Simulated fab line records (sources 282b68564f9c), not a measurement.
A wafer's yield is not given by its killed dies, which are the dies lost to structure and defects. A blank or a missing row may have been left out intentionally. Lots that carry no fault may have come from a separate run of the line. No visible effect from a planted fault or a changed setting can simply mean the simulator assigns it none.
Split-lot study + flow ritCmos + 23 wafers read across 5 lots, on a route 202 steps long

ON THE SPLIT
At RIT_PRETRO_IMPLANT_08, the setting doseCm2 was moved away from the recipe's 1.2e+13 on 8 of the 23 wafers read, by -4.6% to +7.3%. This setting was run at the recipe's value on the other wafers.

FROM THE SPLIT TO THE READING: what the file shows between them, 1 step
- RIT_PRETRO_STRIP_09: strips in O2, time 180 s

THE READING
PRETRO_TW, at RIT_PRETRO_TW_MEAS_10. On this fab line, fault-free wafers typically give 475.5 with a standard deviation of 2.9.

| wafer  | tool, chamber at the split | doseCm2 as run | against the recipe | PRETRO_TW | against lot-mates on the recipe |
|--------|----------------------------|----------------|--------------------|-----------|---------------------------------|
| L075.1 | implanter-03, 0            | 1.2e+13        | recipe             | 474.4     | -                               |
| L075.3 | implanter-03, 0            | 1.2e+13        | recipe             | 471.9     | -                               |
| L075.6 | implanter-03, 0            | 1.2e+13        | recipe             | 473.6     | -                               |
| L077.1 | implanter-04, 0            | 1.173e+13      | -2.2%              | 473.1     | -2.0                            |
| L077.2 | implanter-04, 0            | 1.2e+13        | recipe             | 474.7     | -                               |
| L077.3 | implanter-04, 0            | 1.173e+13      | -2.2%              | 473.3     | -1.8                            |
| L077.4 | implanter-04, 0            | 1.2e+13        | recipe             | 475.5     | -                               |
| L077.6 | implanter-04, 0            | 1.173e+13      | -2.2%              | 476.0     | +0.9                            |
| L081.1 | implanter-04, 0            | 1.2e+13        | recipe             | 478.5     | -                               |
| L081.2 | implanter-04, 0            | 1.2e+13        | recipe             | 476.5     | -                               |
| L081.4 | implanter-04, 0            | 1.2e+13        | recipe             | 475.7     | -                               |
| L081.5 | implanter-04, 0            | 1.2e+13        | recipe             | 481.9     | -                               |
| L081.6 | implanter-04, 0            | 1.2e+13        | recipe             | 478.6     | -                               |
| L082.1 | implanter-04, 0            | 1.287e+13      | +7.3%              | 485.7     | +10.4                           |
| L082.2 | implanter-04, 0            | 1.2e+13        | recipe             | 474.9     | -                               |
| L082.3 | implanter-04, 0            | 1.2e+13        | recipe             | 475.6     | -                               |
| L082.4 | implanter-04, 0            | 1.287e+13      | +7.3%              | 485.3     | +10.1                           |
| L082.6 | implanter-04, 0            | 1.287e+13      | +7.3%              | 485.1     | +9.9                            |
| L085.1 | implanter-04, 0            | 1.2e+13        | recipe             | 473.2     | -                               |
| L085.3 | implanter-04, 0            | 1.145e+13      | -4.6%              | 468.0     | -6.3                            |
| L085.4 | implanter-04, 0            | 1.145e+13      | -4.6%              | 464.7     | -9.6                            |
| L085.5 | implanter-04, 0            | 1.2e+13        | recipe             | 476.8     | -                               |
| L085.6 | implanter-04, 0            | 1.2e+13        | recipe             | 473.0     | -                               |

FIT RESULTS
A straight line over all 23 wafers: PRETRO_TW changes by +1.43 for each +1% of doseCm2; r = +0.88; the points scatter about the line by 2.5.
The same after taking each lot's own level away (the mean of its wafers on the recipe; 23 wafers): +1.39 for each +1%; r = +0.93; scatter 1.8.
On that fit, the largest move of doseCm2 shifts the reading by 10.
The span of the lots' own levels, 473.30 to 478.24, comes to 1.7 times the standard deviation stated above.
So the lot-to-lot level changes the slope little: the two slopes agree.
Check: with one of the wafers moved furthest among these (+7.3%) left out of the fit, the line predicts +10.1 for it against its lot-mates. It came out at +10.4 against them.

ADDITIONAL SPLITS CARRIED BY THESE WAFERS
Other splits were also applied to these wafers ahead of the reading. Each is held against what the fit with the lots' levels taken away leaves over:
| other split on the same wafers | wafers away from the commonest value | r with PRETRO_TW (lot level and that fit taken away) |
|--------------------------------|--------------------------------------|------------------------------------------------------|
| RIT_ACTIVE_OXIDATION_01 tempC  | 18                                   | -0.08                                                |
| RIT_ACTIVE_EXPOSE_08 doseMj    | 8                                    | +0.35                                                |
| RIT_NWELL_IMPLANT_08 doseCm2   | 10                                   | -0.02                                                |
| RIT_PWELL_COAT_01 resistThkNm  | 9                                    | +0.09                                                |

THE FILE'S OWN FIT
PRETRO_TW changes by +1.42 for each +1% of doseCm2, r = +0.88.
